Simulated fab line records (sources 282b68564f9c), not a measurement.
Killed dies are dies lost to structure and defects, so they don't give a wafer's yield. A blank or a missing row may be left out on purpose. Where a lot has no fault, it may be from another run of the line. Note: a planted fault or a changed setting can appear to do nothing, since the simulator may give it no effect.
fab line records    flow ritCmos
[record] lots = 6  wafers = 18  lastDay = 7
route steps=202 shown ACTIVE@1
lots with no fault: from the same line, run without faults
startH: hours from the record's opening day to when the first of the lot's shown wafers began    waitH: how many hours have passed since the lot's step before this one    " same as the row above    L1.1+2: several wafers, shown together as one row    - value missing, or start not given    * or withheld: withheld    < > ~ a bound
route shown NAME@n: NAME is a module with steps in the file, n the number in the route of the first one    usual: the fault-free wafers' mean and standard deviation    same: alike in all rows    chamber/n: place in a boat    sites: each site's reading    _std_site: how widely they spread, as a standard deviation    _edge_site: mean of outer sites minus mean of inner sites    radiusMm: how far each site lies from the wafer's centre    mask NAME#n: copy n    behind: the last tool/chamber to shape the wafer    hold: why the lot was held/for how many hours/how that ended    device: which transistor (n, p or np) failed to switch    end of line: tests of these same wafers at the route's end    a step without rows: its recipe alone    killed: dies lost to structure and defects at the first sort, not the wafer's yield    map: a wafer's dies, x killed, . not, _ none there
set.NAME: the run value of the setting; set.NAME@STEP: its run value at that earlier step    model.NAME: the simulator's own value behind a step, which no gauge read
lots at some steps of the route; a table a step, a row a wafer
services: when a tool's chamber went out of use (startH, in hours from the record's first day, below 0 if earlier), for how many hours, and the reason
[[steps]]
[step RIT_ACTIVE_BOW_MEAS_00]
[recipe] mode = bow
[usual] INCOMING_BOW = -1/6.7
lot.wafer  tool          chamber  startH  waitH  INCOMING_BOW[um]
L790.1     filmMetro-02  -        20.00   -      -10
L790.5     "             -        "       "      0
L790.6     "             -        "       "      -9
L800.3     filmMetro-02  -        70.04   -      -3
L800.4     "             -        "       "      2
L800.5     "             -        "       "      11
L804.3     filmMetro-02  -        90.04   -      -6
L804.5     "             -        "       "      -3
L804.6     "             -        "       "      -3
L805.2     filmMetro-02  -        95.02   -      8
L805.5     "             -        "       "      -4
L805.6     "             -        "       "      -7
L809.2     filmMetro-01  -        115.02  -      -3
L809.3     "             -        "       "      5
L809.4     "             -        "       "      -5
L811.2     filmMetro-02  -        125.02  -      9
L811.3     "             -        "       "      -1
L811.4     "             -        "       "      7
[step RIT_ACTIVE_OXIDATION_01]
[recipe] tempC = 1000  ambient = O2  targetThkA = 468  oxTimeS = 3360
[usual] oxTempC = 999.9/0.45  oxTempCMax = 1005.6/2.4  tubeCenterTempC = 1000/0.092  zonePowerSourcePct = 33/3.5
lot.wafer  tool        chamber  startH  waitH  oxTempC  oxTempCMax  tubeCenterTempC  zonePowerSourcePct
L790.1     furnace-01  0        21.28   1.3    1000.0   1003.4      1000.3           35
L790.5     "           0        "       "      1000.0   1004.2      1000             35
L790.6     "           0        "       "      999.9    1003.4      1000             35
L800.3     furnace-01  0        70.12   0.1    1000.2   1003.8      999.94           35
L800.4     "           0        "       "      999.4    1004.8      1000.1           35
L800.5     "           0        "       "      998.9    1002.6      1000.1           35
L804.3     furnace-04  -        90.95   0.9    -        -           -                -
L804.5     "           -        "       "      -        -           -                -
L804.6     "           -        "       "      -        -           -                -
L805.2     furnace-01  -        95.15   0.1    -        -           -                -
L805.5     "           -        "       "      -        -           -                -
L805.6     "           -        "       "      -        -           -                -
L809.2     furnace-01  0        115.31  0.3    999.9    1003.9      999.82           35
L809.3     "           0        "       "      999.6    1004.3      999.99           35
L809.4     "           0        "       "      1000.1   1005.6      999.95           35
L811.2     furnace-01  0        125.18  0.1    1000.6   1004.2      999.98           36
L811.3     "           0        "       "      1000.4   1003.8      999.95           35
L811.4     "           0        "       "      1000.4   1004.0      1000.2           36
[step RIT_ACTIVE_CVD_03]
[recipe] material = Si3N4  targetThkNm = 150  tempC = 810  precursor = SiH2Cl2/NH3  timeS = 1500  pressureMtorr = 300  sih2cl2FlowSccm = 60  nh3FlowSccm = 150
[[services]]
tool        chamber  startH  hours  kind
furnace-01  -        34.11   3.3    pm
[[key]]
[firstSign] step = RIT_ACTIVE_OXIDATION_01  reading = toolRecord  direction = missing
effect none on later readings
metAt RIT_ACTIVE_OXIDATION_01
struckWafers L804.3,L804.5,L804.6,L805.2,L805.5,L805.6
laterRowsLeftOut L804.3,L804.5,L804.6,L805.2,L805.5,L805.6
sortLeftOut L804.3,L804.5,L804.6,L805.2,L805.5,L805.6
testerLeftOut L804,L805
onsetBetween 70.12 90.95
[fault] kind = skippedStepWhole  tool = furnace-01,furnace-04  chamber = -  onsetH = 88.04  steps = RIT_ACTIVE_OXIDATION_01  scope = struckLotsOnly
// testerLeftOut: of these lots the tester's yield and bins aren't shown, on N5 and GAA mostly nor the transistor test; their killed dies are dies lost to structure and defects alone, not to doping, threshold or leakage, so they don't give the yield
// sortLeftOut: the simulated sort isn't trusted on such a fault, so these wafers' sort isn't shown, and their yield isn't known
// laterRowsLeftOut: the simulator's readings of these wafers behind a module that went badly wrong aren't trusted and aren't shown, but for the sort
